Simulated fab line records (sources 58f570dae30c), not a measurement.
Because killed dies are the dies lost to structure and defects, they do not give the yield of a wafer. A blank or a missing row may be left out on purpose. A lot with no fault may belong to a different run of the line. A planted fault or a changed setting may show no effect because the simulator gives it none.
fab line records	flow berkeley_cmos170
[record] lots = 14	wafers = 42	last_day = 12
route steps=331 shown PLDD@154
lots with no fault: from the same line, run without faults
start_h: the number of hours between the record's first day and the start of the first shown wafer of the lot	wait_h: hours elapsed since this lot's preceding step	" same as the row above	L1.1+2: a single row standing in for several wafers	- either no value or no given start	* or withheld: withheld	< > ~ a bound
route shown NAME@n: NAME is a module with steps in the file, n the number in the route of the first one	usual: mean and standard deviation over wafers with no fault	same: alike in all rows	chamber/n: place in a boat	sites: each site's reading	_std_site: standard deviation across them	_edge_site: the outer-site mean with the inner-site mean subtracted	radius_mm: for every site, how far away it sits from the centre of the wafer	mask NAME#n: copy n	behind: the most recent tool/chamber to have shaped the wafer	hold: why the lot went on hold/how many hours it stayed there/how the hold came to an end	device: the n, p or np transistor that did not switch	end of line: the tests these same wafers got at the end of their route	a step given without rows: its recipe and nothing more	killed: not the wafer's yield, but the dies lost to structure and defects at the first sort	map: shows each die of a wafer: x if killed, . if not, _ if none is there
set.NAME: the run value of the setting; set.NAME@STEP: its run value at that earlier step	model.NAME: the simulator's own value behind a step, which no gauge read
the route's steps for a sample of lots (tables are steps, rows are wafers)
services: the hour from which a tool's chamber was out of use, counted from the record's first day as start_h (under 0 if before that day), plus the number of hours and why
[[steps]]
[step UCB170_PLDD_IMPLANT_09]
[recipe] species = BF2	dose_cm2 = 5e+13	energy_kev = 10	tilt_deg = 7.268	rotation_deg = 180
[usual] dose_ions_cm2 = 4.999e+13/5e+10	faraday_current_uA = 159/3.1
lot.wafer	tool	chamber	start_h	wait_h	dose_ions_cm2	faraday_current_uA
L197.1	implanter-04	0	147.07	0.1	4.994e+13	158
L197.4	"	0	"	"	5.002e+13	151
L197.6	"	0	"	"	5.002e+13	159
L198.1	implanter-02	0	147.65	0.1	5.006e+13	156
L198.3	"	0	"	"	4.998e+13	165
L198.4	"	0	"	"	5.006e+13	159
L195.1	implanter-01	0	148.17	0.1	4.995e+13	159
L195.3	"	0	"	"	4.991e+13	161
L195.5	"	0	"	"	5.004e+13	155
L200.1	implanter-04	0	156.71	0.1	5.007e+13	161
L200.2	"	0	"	"	5.007e+13	164
L200.5	"	0	"	"	4.998e+13	161
L199.1	implanter-02	0	156.83	0.1	4.994e+13	159
L199.3	"	0	"	"	4.997e+13	162
L199.6	"	0	"	"	4.996e+13	162
L203.1	implanter-04	0	177.86	0.1	5.003e+13	159
L203.2	"	0	"	"	4.999e+13	163
L203.3	"	0	"	"	4.995e+13	160
L204.2	implanter-01	0	178.71	0.1	5.002e+13	157
L204.4	"	0	"	"	5.005e+13	155
L204.6	"	0	"	"	4.998e+13	161
L202.2	implanter-02	0	178.98	0.1	4.991e+13	159
L202.3	"	0	"	"	4.991e+13	150
L202.5	"	0	"	"	5.004e+13	156
L201.3	implanter-01	0	179.03	0.1	4.995e+13	154
L201.4	"	0	"	"	4.994e+13	160
L201.5	"	0	"	"	4.993e+13	158
L212.1	implanter-01	0	212.88	0.1	2.751e+13	90
L212.2	"	0	"	"	2.735e+13	88
L212.6	"	0	"	"	2.749e+13	87
L213.2	implanter-01	0	217.70	0.1	2.747e+13	88
L213.4	"	0	"	"	2.749e+13	85
L213.5	"	0	"	"	2.753e+13	87
L216.1	implanter-04	0	235.41	0.1	5.003e+13	159
L216.2	"	0	"	"	5.001e+13	159
L216.5	"	0	"	"	5.001e+13	158
L217.1	implanter-02	0	243.85	0.1	5.004e+13	161
L217.2	"	0	"	"	5.004e+13	160
L217.6	"	0	"	"	5.006e+13	160
L218.2	implanter-04	0	253.12	0.1	4.998e+13	157
L218.3	"	0	"	"	5.008e+13	159
L218.6	"	0	"	"	5.012e+13	161
[step UCB170_PLDD_TW_MEAS_11]
[usual] PLDD_TW = 1012/6.5
lot.wafer	tool	chamber	start_h	wait_h	PLDD_TW
L197.1	film_metro-01	-	147.32	0.1	1016
L197.4	"	-	"	"	1016
L197.6	"	-	"	"	1020
L198.1	film_metro-01	-	147.90	0.1	1021
L198.3	"	-	"	"	1017
L198.4	"	-	"	"	1023
L195.1	film_metro-01	-	148.55	0.2	1021
L195.3	"	-	"	"	1021
L195.5	"	-	"	"	1029
L200.1	film_metro-01	-	156.96	0.1	1017
L200.2	"	-	"	"	1018
L200.5	"	-	"	"	1019
L199.1	film_metro-04	-	157.08	0.1	1001
L199.3	"	-	"	"	1009
L199.6	"	-	"	"	1004
L203.1	film_metro-02	-	178.11	0.1	1004
L203.2	"	-	"	"	1007
L203.3	"	-	"	"	1010
L204.2	film_metro-02	-	178.94	0.1	1006
L204.4	"	-	"	"	1009
L204.6	"	-	"	"	1006
L202.2	film_metro-01	-	179.22	0.1	1020
L202.3	"	-	"	"	1022
L202.5	"	-	"	"	1016
L201.3	film_metro-02	-	179.25	0.1	1008
L201.4	"	-	"	"	1006
L201.5	"	-	"	"	1005
L212.1	film_metro-01	-	213.13	0.1	934
L212.2	"	-	"	"	939
L212.6	"	-	"	"	936
L213.2	film_metro-02	-	217.94	0.1	930
L213.4	"	-	"	"	930
L213.5	"	-	"	"	933
L216.1	film_metro-02	-	235.66	0.1	1012
L216.2	"	-	"	"	1008
L216.5	"	-	"	"	1007
L217.1	film_metro-04	-	244.10	0.1	1007
L217.2	"	-	"	"	1002
L217.6	"	-	"	"	1007
L218.2	film_metro-02	-	253.36	0.1	1008
L218.3	"	-	"	"	1012
L218.6	"	-	"	"	1006
[step UCB170_SDANNEAL_RS_MEAS_04]
[recipe] thk_meas_gauge = four-point-probe
[usual] PLDD_RS = 1032/3
lot.wafer	tool	chamber	start_h	wait_h	PLDD_RS[ohm/sq]
L197.1	film_metro-02	-	165.09	0.1	1030
L197.4	"	-	"	"	1032
L197.6	"	-	"	"	1033
L198.1	film_metro-01	-	165.92	0.1	1032
L198.3	"	-	"	"	1030
L198.4	"	-	"	"	1032
L195.1	film_metro-02	-	166.75	0.1	1030
L195.3	"	-	"	"	1030
L195.5	"	-	"	"	1031
L199.1	film_metro-02	-	173.34	0.1	1034
L199.3	"	-	"	"	1034
L199.6	"	-	"	"	1033
L200.1	film_metro-01	-	173.34	0.1	1035
L200.2	"	-	"	"	1033
L200.5	"	-	"	"	1031
L204.2	film_metro-04	-	203.27	0.1	1030
L204.4	"	-	"	"	1035
L204.6	"	-	"	"	1035
L203.1	film_metro-01	-	203.38	0.1	1038
L203.2	"	-	"	"	1038
L203.3	"	-	"	"	1036
L202.2	film_metro-02	-	203.40	0.1	1028
L202.3	"	-	"	"	1029
L202.5	"	-	"	"	1029
L201.3	film_metro-04	-	203.77	0.1	1036
L201.4	"	-	"	"	1032
L201.5	"	-	"	"	1031
L212.1	film_metro-02	-	223.55	0.1	1265
L212.2	"	-	"	"	1260
L212.6	"	-	"	"	1263
L213.2	film_metro-01	-	234.42	0.1	1266
L213.4	"	-	"	"	1261
L213.5	"	-	"	"	1263
L216.1	film_metro-01	-	248.51	0.1	1033
L216.2	"	-	"	"	1034
L216.5	"	-	"	"	1032
L217.1	film_metro-01	-	257.91	0.1	1035
L217.2	"	-	"	"	1033
L217.6	"	-	"	"	1034
L218.2	film_metro-02	-	264.50	0.1	1033
L218.3	"	-	"	"	1034
L218.6	"	-	"	"	1034
[[services]]
tool	chamber	start_h	hours	kind
implanter-01	-	132.61	5.7	pm
implanter-04	-	178.34	3.1	pm
[[key]]
[first_sign] step = UCB170_PLDD_IMPLANT_09	reading = dose_ions_cm2	direction = down	sigmas = 99+	usual = 4.999e+13	struck = 2.748e+13
[effect] step = UCB170_PLDD_IMPLANT_09	reading = faraday_current_uA	direction = down	sigmas = 23	usual = 159	struck = 88
[effect] step = UCB170_PLDD_TW_MEAS_11	reading = PLDD_TW	direction = down	sigmas = 12	usual = 1012	struck = 934
[effect] step = UCB170_SDANNEAL_RS_MEAS_04	reading = PLDD_RS	direction = up	sigmas = 77	usual = 1032	struck = 1263
met_at UCB170_PLDD_IMPLANT_09
struck_lots L212,L213
tester_left_out L212,L213
onset_between 179.03 212.88
[fault] kind = process_parameter_drift	tool = implanter-01	chamber = -	onset_h = 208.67	steps = UCB170_PLDD_IMPLANT_09	channel = dose_cm2	offset = -2.25e+13	shape = step	end_h = 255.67	acts_in = these_recipes_only	stated = 5e+13
// tester_left_out: of these lots the tester's yield and bins aren't shown, on N5 and GAA mostly nor the transistor test; their killed dies are dies lost to structure and defects alone, not to doping, threshold or leakage, so they don't give the yield
